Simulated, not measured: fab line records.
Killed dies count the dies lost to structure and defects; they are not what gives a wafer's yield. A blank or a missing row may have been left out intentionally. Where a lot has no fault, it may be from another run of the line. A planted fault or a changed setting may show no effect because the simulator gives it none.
Which tool was responsible? -- flow rit_cmos -- 7 lots, 21 wafers sampled, at 1 step of a route of 202

== WHAT THE GAUGES READ, wafer by wafer ==
RIT_ACTIVE_BOW_MEAS_00.
lot,measured,on,INCOMING_BOW (um)
L245,day 1 15:01,film_metro-03,-6 -4 -5
L247,day 2 01:00,film_metro-03,2 -7 4
L249,day 2 11:02,film_metro-04,2 9 -3
L252,day 3 02:00,film_metro-04,-6 -3 5
L255,day 3 17:01,film_metro-04,0 0 1
L262,day 5 04:02,film_metro-01,-11 5 -6
L267,day 6 05:00,film_metro-01,2 2 -14

== EACH LOT AND THE TOOL THAT RAN IT (in order: tool; ch and the chambers of the sampled wafers; start) ==
The record shows no process step preceding these readings.

== THE ANSWER, worked out from the rows above alone ==
Rule: what is usual is taken from the lots themselves. The widest of any qualifying gaps counts: lots, ordered by their means at a reading, are off when they make up no more than a third of the lots, leave a main group of 4 or more, and stand apart from it by 3 or more times the standard deviation of that group's means. Not used: any main group whose means are identical at the precision the tables above print for the reading. A lot without any number at a reading at which 4 lots or more have one is off too. Any other lot the step has rows for is counted as sound.
No lot is off at any reading shown: from this, nothing can be told.

== WHAT WAS PUT IN BY THE SIMULATOR ==
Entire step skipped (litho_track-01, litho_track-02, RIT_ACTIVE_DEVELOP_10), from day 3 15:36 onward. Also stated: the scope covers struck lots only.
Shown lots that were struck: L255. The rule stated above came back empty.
